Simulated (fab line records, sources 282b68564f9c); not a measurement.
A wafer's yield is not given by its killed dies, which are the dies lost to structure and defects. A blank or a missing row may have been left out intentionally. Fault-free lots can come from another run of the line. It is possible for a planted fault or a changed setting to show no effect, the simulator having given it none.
Which of the tools did it? / flow rit-cmos / 14 lots, 42 wafers sampled, at 6 steps of a route of 202

== WHAT THE GAUGES SHOWED, per wafer ==
RIT_FOX1_THK_MEAS_01. Usual: FOX1_OXIDE_THK typically reads 351 nm, with standard deviation 6.3.
lot=L647; measured=day 1 22:47; on=film-metro-02; FOX1_OXIDE_THK (nm)=355 344 358; flag=
lot=L648; measured=day 2 03:34; on=film-metro-02; FOX1_OXIDE_THK (nm)=363 360 358; flag=
lot=L650; measured=day 2 10:31; on=film-metro-03; FOX1_OXIDE_THK (nm)=352 358 360; flag=
lot=L653; measured=day 2 23:19; on=film-metro-02; FOX1_OXIDE_THK (nm)=356 359 353; flag=
lot=L654; measured=day 3 04:43; on=film-metro-02; FOX1_OXIDE_THK (nm)=345 348 346; flag=
lot=L655; measured=day 3 10:24; on=film-metro-02; FOX1_OXIDE_THK (nm)=344 344 346; flag=
lot=L656; measured=day 3 14:05; on=film-metro-01; FOX1_OXIDE_THK (nm)=364 359 361; flag=
lot=L659; measured=day 4 06:30; on=film-metro-01; FOX1_OXIDE_THK (nm)=345 346 344; flag=
lot=L661; measured=day 4 16:48; on=film-metro-01; FOX1_OXIDE_THK (nm)=346 348 344; flag=
lot=L662; measured=day 4 21:32; on=film-metro-03; FOX1_OXIDE_THK (nm)=349 352 352; flag=
lot=L663; measured=day 5 02:23; on=film-metro-02; FOX1_OXIDE_THK (nm)=356 353 352; flag=
lot=L666; measured=day 5 18:29; on=film-metro-03; FOX1_OXIDE_THK (nm)=350 354 351; flag=
lot=L669; measured=day 6 10:19; on=film-metro-03; FOX1_OXIDE_THK (nm)=348 347 345; flag=
lot=L670; measured=day 6 18:17; on=film-metro-02; FOX1_OXIDE_THK (nm)=348 349 348; flag=

RIT_NLDD_TW_MEAS_10. Usual: NLDD_TW typically reads 2482, with standard deviation 22.
lot=L647; measured=day 3 04:40; on=film-metro-03; NLDD_TW=2529 2500 2520; flag=
lot=L648; measured=day 3 05:08; on=film-metro-03; NLDD_TW=2525 2524 2521; flag=
lot=L650; measured=day 3 12:45; on=film-metro-04; NLDD_TW=2466 2460 2461; flag=
lot=L653; measured=day 4 02:27; on=film-metro-01; NLDD_TW=2482 2483 2482; flag=
lot=L654; measured=day 4 06:58; on=film-metro-01; NLDD_TW=2473 2488 2489; flag=
lot=L655; measured=day 4 11:22; on=film-metro-04; NLDD_TW=2472 2475 2474; flag=
lot=L656; measured=day 4 16:11; on=film-metro-01; NLDD_TW=2485 2473 2474; flag=
lot=L659; measured=day 5 08:16; on=film-metro-04; NLDD_TW=2451 2457 2460; flag=
lot=L661; measured=day 5 18:08; on=film-metro-04; NLDD_TW=2452 2463 2443; flag=
lot=L662; measured=day 6 01:02; on=film-metro-04; NLDD_TW=2245 2237 2243; flag=OFF
lot=L663; measured=day 6 05:17; on=film-metro-03; NLDD_TW=2501 2517 2502; flag=
lot=L666; measured=day 7 04:20; on=film-metro-04; NLDD_TW=2235 2241 2244; flag=OFF
lot=L669; measured=day 7 23:04; on=film-metro-04; NLDD_TW=2475 2482 2472; flag=
lot=L670; measured=day 8 02:02; on=film-metro-01; NLDD_TW=2467 2463 2474; flag=

RIT_SDANNEAL_RS_MEAS_07: measurement is done with a four-point probe. Usual: NLDD_RS typically reads 151.6 ohm/sq, with standard deviation 0.5.
lot=L647; measured=day 3 12:40; on=film-metro-03; NLDD_RS (ohm/sq)=152.1 152.6 152.1; flag=
lot=L648; measured=day 3 15:01; on=film-metro-01; NLDD_RS (ohm/sq)=151.7 151.3 151.5; flag=
lot=L650; measured=day 3 21:26; on=film-metro-03; NLDD_RS (ohm/sq)=151.6 152.1 151.8; flag=
lot=L653; measured=day 4 11:08; on=film-metro-04; NLDD_RS (ohm/sq)=151.0 151.6 151.3; flag=
lot=L654; measured=day 4 15:53; on=film-metro-01; NLDD_RS (ohm/sq)=150.9 151.4 151.5; flag=
lot=L655; measured=day 4 20:56; on=film-metro-03; NLDD_RS (ohm/sq)=151.8 151.6 152.0; flag=
lot=L656; measured=day 5 00:28; on=film-metro-03; NLDD_RS (ohm/sq)=151.3 151.8 151.8; flag=
lot=L659; measured=day 5 16:19; on=film-metro-04; NLDD_RS (ohm/sq)=151.7 151.6 151.5; flag=
lot=L661; measured=day 6 01:59; on=film-metro-04; NLDD_RS (ohm/sq)=151.1 151.0 151.4; flag=
lot=L662; measured=day 6 08:46; on=film-metro-01; NLDD_RS (ohm/sq)=142.4 142.3 142.3; flag=OFF
lot=L663; measured=day 6 13:07; on=film-metro-01; NLDD_RS (ohm/sq)=151.5 151.8 151.8; flag=
lot=L666; measured=day 7 12:28; on=film-metro-01; NLDD_RS (ohm/sq)=143.1 142.6 142.4; flag=OFF
lot=L669; measured=day 8 08:02; on=film-metro-04; NLDD_RS (ohm/sq)=151.8 151.5 151.5; flag=
lot=L670; measured=day 8 09:54; on=film-metro-04; NLDD_RS (ohm/sq)=152.7 152.1 151.7; flag=

RIT_CONTACT_CD_MEAS_08 targets a cd of 1000 nm. Usual: 999.4 nm for cd-nm, sd 1.8.
lot=L647; measured=day 3 14:29; on=cd-sem-01; cd-nm (nm)=1000.3 999.8 998.0; flag=
lot=L648; measured=day 3 16:44; on=cd-sem-02; cd-nm (nm)=1000.7 1002.4 1001.4; flag=
lot=L650; measured=day 3 23:08; on=cd-sem-01; cd-nm (nm)=1001.1 1001.6 998.1; flag=
lot=L653; measured=day 4 12:51; on=cd-sem-01; cd-nm (nm)=998.0 997.2 999.2; flag=
lot=L654; measured=day 4 17:45; on=cd-sem-02; cd-nm (nm)=999.0 998.5 1001.3; flag=
lot=L655; measured=day 4 22:47; on=cd-sem-01; cd-nm (nm)=1001.5 1001.3 1001.8; flag=
lot=L656; measured=day 5 02:13; on=cd-sem-01; cd-nm (nm)=1003.2 1001.8 1000.4; flag=
lot=L659; measured=day 5 18:02; on=cd-sem-01; cd-nm (nm)=994.2 994.2 996.0; flag=
lot=L661; measured=day 6 03:43; on=cd-sem-01; cd-nm (nm)=996.2 998.9 997.5; flag=
lot=L662; measured=day 6 10:29; on=cd-sem-01; cd-nm (nm)=999.6 1000.2 1001.5; flag=
lot=L663; measured=day 6 14:50; on=cd-sem-01; cd-nm (nm)=1001.2 1001.6 998.7; flag=
lot=L666; measured=day 7 14:34; on=cd-sem-01; cd-nm (nm)=999.6 1000.0 1000.8; flag=
lot=L669; measured=day 8 09:53; on=cd-sem-01; cd-nm (nm)=997.5 998.6 998.9; flag=
lot=L670; measured=day 8 11:37; on=cd-sem-02; cd-nm (nm)=1000.3 998.8 998.7; flag=

== WHAT TOOL EACH LOT RAN ON (gives the tool, then ch and the chambers of the sampled wafers, and finally the start) ==
lot=L647; RIT_NLDD_IMPLANT_08=implanter-02 ch 0, day 3 04:20; RIT_NLDD_STRIP_09=plasma-asher-03 ch 0,1, day 3 04:29
lot=L648; RIT_NLDD_IMPLANT_08=implanter-01 ch 0, day 3 04:50; RIT_NLDD_STRIP_09=plasma-asher-02 ch 0,1, day 3 04:58
lot=L650; RIT_NLDD_IMPLANT_08=implanter-04 ch 0, day 3 12:26; RIT_NLDD_STRIP_09=plasma-asher-04 ch 0,1, day 3 12:34
lot=L653; RIT_NLDD_IMPLANT_08=implanter-01 ch 0, day 4 02:08; RIT_NLDD_STRIP_09=plasma-asher-03 ch 0,1, day 4 02:16
lot=L654; RIT_NLDD_IMPLANT_08=implanter-02 ch 0, day 4 06:41; RIT_NLDD_STRIP_09=plasma-asher-02 ch 0,1, day 4 06:50
lot=L655; RIT_NLDD_IMPLANT_08=implanter-01 ch 0, day 4 11:04; RIT_NLDD_STRIP_09=plasma-asher-03 ch 0,1, day 4 11:11
lot=L656; RIT_NLDD_IMPLANT_08=implanter-04 ch 0, day 4 15:52; RIT_NLDD_STRIP_09=plasma-asher-02 ch 0,1, day 4 16:01
lot=L659; RIT_NLDD_IMPLANT_08=implanter-04 ch 0, day 5 07:58; RIT_NLDD_STRIP_09=plasma-asher-04 ch 0,1, day 5 08:08
lot=L661; RIT_NLDD_IMPLANT_08=implanter-01 ch 0, day 5 17:48; RIT_NLDD_STRIP_09=plasma-asher-02 ch 0,1, day 5 17:57
lot=L662; RIT_NLDD_IMPLANT_08=implanter-04 ch 0, day 6 00:43; RIT_NLDD_STRIP_09=plasma-asher-02 ch 0,1, day 6 00:52
lot=L663; RIT_NLDD_IMPLANT_08=implanter-01 ch 0, day 6 04:59; RIT_NLDD_STRIP_09=plasma-asher-03 ch 0, day 6 05:07
lot=L666; RIT_NLDD_IMPLANT_08=implanter-04 ch 0, day 7 04:00; RIT_NLDD_STRIP_09=plasma-asher-02 ch 0,1, day 7 04:09
lot=L669; RIT_NLDD_IMPLANT_08=implanter-02 ch 0, day 7 22:47; RIT_NLDD_STRIP_09=plasma-asher-03 ch 0,1, day 7 22:55
lot=L670; RIT_NLDD_IMPLANT_08=implanter-01 ch 0, day 8 01:42; RIT_NLDD_STRIP_09=plasma-asher-02 ch 0,1, day 8 01:51
- RIT_NLDD_IMPLANT_08
- RIT_NLDD_STRIP_09: strips in O2, time 180 s.

== WHAT THE TOOLS THEMSELVES READ (means of the sampled wafers that have a number; where no wafer has one, the mark that the record gives instead) ==
RIT_NLDD_IMPLANT_08. Usual: end-station-pressure-torr 6.25e-06 Torr, standard deviation 2.9e-07; tilt-deg 7.001 degrees, standard deviation 0.021.
lot=L647; tool=implanter-02; end-station-pressure-torr (Torr)=6.35e-06; tilt-deg (degrees)=7.006; flag=
lot=L648; tool=implanter-01; end-station-pressure-torr (Torr)=6.03e-06; tilt-deg (degrees)=7.000; flag=
lot=L650; tool=implanter-04; end-station-pressure-torr (Torr)=6.40e-06; tilt-deg (degrees)=6.991; flag=
lot=L653; tool=implanter-01; end-station-pressure-torr (Torr)=6.16e-06; tilt-deg (degrees)=7.000; flag=
lot=L654; tool=implanter-02; end-station-pressure-torr (Torr)=6.59e-06; tilt-deg (degrees)=7.037; flag=
lot=L655; tool=implanter-01; end-station-pressure-torr (Torr)=6.11e-06; tilt-deg (degrees)=6.988; flag=
lot=L656; tool=implanter-04; end-station-pressure-torr (Torr)=6.29e-06; tilt-deg (degrees)=7.008; flag=
lot=L659; tool=implanter-04; end-station-pressure-torr (Torr)=6.33e-06; tilt-deg (degrees)=7.010; flag=
lot=L661; tool=implanter-01; end-station-pressure-torr (Torr)=6.23e-06; tilt-deg (degrees)=6.993; flag=
lot=L662; tool=implanter-04; end-station-pressure-torr (Torr)=6.14e-06; tilt-deg (degrees)=0.012; flag=OFF
lot=L663; tool=implanter-01; end-station-pressure-torr (Torr)=5.96e-06; tilt-deg (degrees)=6.983; flag=
lot=L666; tool=implanter-04; end-station-pressure-torr (Torr)=6.55e-06; tilt-deg (degrees)=-0.004; flag=OFF
lot=L669; tool=implanter-02; end-station-pressure-torr (Torr)=6.04e-06; tilt-deg (degrees)=7.005; flag=
lot=L670; tool=implanter-01; end-station-pressure-torr (Torr)=6.44e-06; tilt-deg (degrees)=6.992; flag=

RIT_NLDD_STRIP_09. Usual: 5.87 A for drypump-motor-current-A, sd 0.26.
lot=L647; tool=plasma-asher-03; drypump-motor-current-A (A)=5.96; flag=
lot=L648; tool=plasma-asher-02; drypump-motor-current-A (A)=5.60; flag=
lot=L650; tool=plasma-asher-04; drypump-motor-current-A (A)=6.19; flag=
lot=L653; tool=plasma-asher-03; drypump-motor-current-A (A)=5.97; flag=
lot=L654; tool=plasma-asher-02; drypump-motor-current-A (A)=5.56; flag=
lot=L655; tool=plasma-asher-03; drypump-motor-current-A (A)=5.97; flag=
lot=L656; tool=plasma-asher-02; drypump-motor-current-A (A)=5.53; flag=
lot=L659; tool=plasma-asher-04; drypump-motor-current-A (A)=6.21; flag=
lot=L661; tool=plasma-asher-02; drypump-motor-current-A (A)=5.55; flag=
lot=L662; tool=plasma-asher-02; drypump-motor-current-A (A)=5.58; flag=
lot=L663; tool=plasma-asher-03; drypump-motor-current-A (A)=6.02; flag=
lot=L666; tool=plasma-asher-02; drypump-motor-current-A (A)=5.55; flag=
lot=L669; tool=plasma-asher-03; drypump-motor-current-A (A)=5.98; flag=
lot=L670; tool=plasma-asher-02; drypump-motor-current-A (A)=5.59; flag=

== THE ANSWER, worked out from the rows above alone ==
Rule: a lot is off if the mean of its wafers that have a number lies more than 3 standard deviations from the usual mean. A lot without any number at a reading at which 4 lots or more have one is off too. The other lots that the step has rows for count as sound. First the gauges in route order, then the tools' own readings, where a lot's mean is used as printed above. The first step at which some lot is off is used, and at that step the reading that is off furthest; a lot without a number counts as furthest.
Off: L662, L666, at RIT_NLDD_TW_MEAS_10 (NLDD_TW).
A tool fits if, at a process step before that reading, it ran every lot that is off, and no sound lot after the first of them. The gauges at RIT_NLDD_TW_MEAS_10 aren't tried: what is off there is off at RIT_SDANNEAL_RS_MEAS_07 too, on other tools, and a gauge's error can't cause that. One fits: implanter-04 at RIT_NLDD_IMPLANT_08. A fault onset in the window from L659 (day 5 07:58, its last sound lot) to L662 (day 6 00:43, its first lot off) fits.
The tool's own readings at RIT_NLDD_IMPLANT_08 bear it out: on the lots that are off they differ by more than 5 times the standard deviation of the sound lots' means. tilt-deg reads 0.004 degrees there against 7.001 degrees on the sound lots.

== WHAT THE SIMULATOR HAD INSERTED ==
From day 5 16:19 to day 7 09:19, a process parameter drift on implanter-04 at RIT_NLDD_IMPLANT_08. A move of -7 in setting tilt-deg, from 7. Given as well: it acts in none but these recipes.
Lots struck among those shown: L662, L666. The rule above reached the same finding.
